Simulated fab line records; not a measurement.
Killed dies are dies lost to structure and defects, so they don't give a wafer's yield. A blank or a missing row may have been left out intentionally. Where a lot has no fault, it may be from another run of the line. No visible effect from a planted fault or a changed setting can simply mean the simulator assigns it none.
Split-lot experiment | flow berkeleyCmos170 | 23 wafers read from 5 lots, route of 331 steps

## THE SPLIT ITSELF
At UCB170_NWELL_IMPLANT_14, the setting doseCm2 was moved away from the recipe's 1e+13 on 5 of the 23 wafers read, by -6.7% to +5.5%. The other wafers ran this setting at the recipe's value.

## FROM SPLIT TO READING: 1 step shown by the file between the two
- UCB170_NWELL_STRIP_15: strips in O2

## THE READING
NWELL_TW, at UCB170_NWELL_TW_MEAS_16. Fault-free wafers of this fab line usually give 1254, standard deviation 13.

wafer  | tool, chamber at the split | doseCm2 as run | against the recipe | NWELL_TW | against lot-mates on the recipe
L075.1 | implanter-01, 0            | 1e+13          | recipe             | 1249     | -
L075.2 | implanter-01, 0            | 1e+13          | recipe             | 1244     | -
L075.4 | implanter-01, 0            | 1e+13          | recipe             | 1242     | -
L075.5 | implanter-01, 0            | 1e+13          | recipe             | 1240     | -
L075.6 | implanter-01, 0            | 1e+13          | recipe             | 1239     | -
L076.2 | implanter-02, 0            | 1e+13          | recipe             | 1287     | -
L076.3 | implanter-02, 0            | 1e+13          | recipe             | 1286     | -
L076.4 | implanter-02, 0            | 1e+13          | recipe             | 1283     | -
L076.5 | implanter-02, 0            | 1e+13          | recipe             | 1276     | -
L076.6 | implanter-02, 0            | 1e+13          | recipe             | 1280     | -
L077.1 | implanter-01, 0            | 1e+13          | recipe             | 1238     | -
L077.2 | implanter-01, 0            | 1.055e+13      | +5.5%              | 1264     | +25
L077.3 | implanter-01, 0            | 1.055e+13      | +5.5%              | 1259     | +20
L077.4 | implanter-01, 0            | 1e+13          | recipe             | 1240     | -
L077.5 | implanter-01, 0            | 1.055e+13      | +5.5%              | 1264     | +25
L083.2 | implanter-01, 0            | 9.33e+12       | -6.7%              | 1209     | -31
L083.3 | implanter-01, 0            | 1e+13          | recipe             | 1237     | -
L083.4 | implanter-01, 0            | 1e+13          | recipe             | 1241     | -
L083.5 | implanter-01, 0            | 1e+13          | recipe             | 1241     | -
L083.6 | implanter-01, 0            | 9.33e+12       | -6.7%              | 1200     | -40
L085.3 | implanter-02, 0            | 1e+13          | recipe             | 1241     | -
L085.4 | implanter-02, 0            | 1e+13          | recipe             | 1243     | -
L085.5 | implanter-02, 0            | 1e+13          | recipe             | 1245     | -

FIT RESULTS
A straight line over all 23 wafers: NWELL_TW changes by +4.52 for each +1% of doseCm2; r = +0.58; the points scatter about the line by 19.
The same after taking each lot's own level away (the mean of its wafers on the recipe; 23 wafers): +4.75 for each +1%; r = +0.97; scatter 3.5.
According to that fit, moving doseCm2 by its largest amount changes the reading by 32.
Across the lots, their own levels run from 1239.0 to 1282.4, a range of 3.3 times the standard deviation given above.
So the lot-to-lot level blurs the effect unless lot-mates are compared.
Check: -33.3 against its lot-mates is what the line predicts for one of the wafers moved furthest among these (-6.7%) when that wafer is left out of the fit. Against them it came out at -30.7.

## THESE WAFERS: OTHER SPLITS
These wafers also went through other splits before the reading. Each is held against what the fit with the lots' levels taken away leaves over:
other split on the same wafers    | wafers away from the commonest value | r with NWELL_TW (lot level and that fit taken away)
UCB170_ZERO_COAT_01 spinRpm       | 7                                    | +0.26
UCB170_NWELL_OXIDATION_01 oxTimeS | 15                                   | +0.18

## FILE'S OWN FIT
NWELL_TW changes by +4.82 for each +1% of doseCm2, r = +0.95.
